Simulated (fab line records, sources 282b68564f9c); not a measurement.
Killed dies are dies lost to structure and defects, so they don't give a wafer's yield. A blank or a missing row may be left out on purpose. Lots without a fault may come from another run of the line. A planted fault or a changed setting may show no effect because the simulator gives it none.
Split-lot experiment | flow rit_cmos | 5 lots, 23 wafers read, on a route of 202 steps

THE SPLIT
At RIT_GATE_COAT_11 (resist thk 850 nm), the setting resist_thk_nm was moved away from the recipe's 850 nm on 5 of the 23 wafers read, by +2.0% to +2.7%. The other wafers ran this setting at the recipe's value.

FROM THE SPLIT TO THE READING: what the file shows between them, 3 steps
- RIT_GATE_SOFTBAKE_12: time 60 s
- RIT_GATE_EXPOSE_13: exposes mask M6, target cd 150 nm
- RIT_GATE_HARDBAKE_18: time 60 s

THE READING
NOVOLAK_of_GATE_COAT_11.thk_nm (the simulator's own value, which no gauge read), in nm, at RIT_GATE_ETCH_19 (etches poly-Si in SF6/CHF3/O2, stops on SiO2, time 165 s, target depth 312.5 nm). The file gives no usual value for it. The 18 wafers here that ran the recipe average 668.8 nm, standard deviation 3.3 nm.

wafer  | tool, chamber at the split | resist_thk_nm as run, nm | against the recipe | NOVOLAK_of_GATE_COAT_11.thk_nm, nm | against lot-mates on the recipe
L074.1 | litho_track-04, 0          | 850                      | recipe             | 673.5                              | -
L074.2 | litho_track-04, 0          | 850                      | recipe             | 672.5                              | -
L074.4 | litho_track-04, 0          | 850                      | recipe             | 671                                | -
L074.5 | litho_track-04, 0          | 850                      | recipe             | 673.4                              | -
L074.6 | litho_track-04, 0          | 850                      | recipe             | 669.1                              | -
L077.2 | litho_track-03, 0          | 850                      | recipe             | 662.7                              | -
L077.4 | litho_track-03, 0          | 850                      | recipe             | 667.4                              | -
L077.5 | litho_track-03, 0          | 850                      | recipe             | 667.2                              | -
L079.1 | litho_track-02, 0          | 850                      | recipe             | 669.8                              | -
L079.3 | litho_track-02, 0          | 850                      | recipe             | 666.7                              | -
L079.4 | litho_track-02, 0          | 850                      | recipe             | 667.3                              | -
L079.5 | litho_track-02, 0          | 850                      | recipe             | 668.7                              | -
L079.6 | litho_track-02, 0          | 850                      | recipe             | 668.4                              | -
L080.1 | litho_track-02, 0          | 850                      | recipe             | 673.7                              | -
L080.2 | litho_track-02, 0          | 850                      | recipe             | 671.4                              | -
L080.3 | litho_track-02, 0          | 873                      | +2.7%              | 688.8                              | +16.2
L080.4 | litho_track-02, 0          | 873                      | +2.7%              | 690.8                              | +18.2
L080.5 | litho_track-02, 0          | 873                      | +2.7%              | 691.1                              | +18.6
L081.1 | litho_track-04, 0          | 850                      | recipe             | 662.4                              | -
L081.2 | litho_track-04, 0          | 850                      | recipe             | 666.6                              | -
L081.3 | litho_track-04, 0          | 850                      | recipe             | 666.7                              | -
L081.4 | litho_track-04, 0          | 867.1                    | +2.0%              | 681.4                              | +16.2
L081.6 | litho_track-04, 0          | 867.1                    | +2.0%              | 681.4                              | +16.2

THE FIT
A straight line over all 23 wafers: NOVOLAK_of_GATE_COAT_11.thk_nm changes by +7.5 nm for each +1% of resist_thk_nm; r = +0.93; the points scatter about the line by 3.2 nm.
The same after taking each lot's own level away (the mean of its wafers on the recipe; 23 wafers): +6.91 nm for each +1%; r = +0.97; scatter 1.8 nm.
On that fit, the largest move of resist_thk_nm shifts the reading by 19 nm.
The lots' own levels span 665.23 to 672.55 nm, that is 2.2 times the standard deviation above.
So the lot-to-lot level changes the slope little: the two slopes agree.
Check: with one of the wafers moved furthest among these (+2.7%) left out of the fit, the line predicts +19.6 nm for it against its lot-mates. It came out at +16.2 nm against them.

OTHER SPLITS ON THESE WAFERS
These wafers also went through other splits before the reading. Each is held against what the fit with the lots' levels taken away leaves over:
other split on the same wafers   | wafers away from the commonest value | r with NOVOLAK_of_GATE_COAT_11.thk_nm (lot level and that fit taken away)
RIT_FOX1_OXIDATION_00 temp_c     | 10                                   | -0.03
RIT_NWELL_COAT_01 resist_thk_nm  | 10                                   | +0.00
RIT_NWELL_SOFTBAKE_02 time_s     | 10                                   | -0.29
RIT_NRETRO_COAT_01 resist_thk_nm | 5                                    | -0.21
RIT_PRETRO_COAT_01 resist_thk_nm | 8                                    | -0.30
RIT_GATE_OXIDATION_05 ox_time_s  | 15                                   | +0.29

THE WHOLE CHAIN: every reading that the file lists as answering this split, in the file's order
step                 | what it does                                                                    | reading                                                                         | change (the file's fit)              | r (the file's)
RIT_GATE_COAT_11     | resist thk 850 nm                                                               | NOVOLAK_of_GATE_COAT_11.thk_nm (the simulator's own value, which no gauge read) | +8.04 nm for each +1% of the setting | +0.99
RIT_GATE_HARDBAKE_18 | time 60 s                                                                       | NOVOLAK_of_GATE_COAT_11.thk_nm (the simulator's own value, which no gauge read) | +7.04 nm for each +1% of the setting | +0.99
RIT_GATE_ETCH_19     | etches poly-Si in SF6/CHF3/O2, stops on SiO2, time 165 s, target depth 312.5 nm | NOVOLAK_of_GATE_COAT_11.thk_nm (the simulator's own value, which no gauge read) | +7.06 nm for each +1% of the setting | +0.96

THE FILE'S OWN FIT
NOVOLAK_of_GATE_COAT_11.thk_nm changes by +7.06 nm for each +1% of resist_thk_nm, r = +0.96.
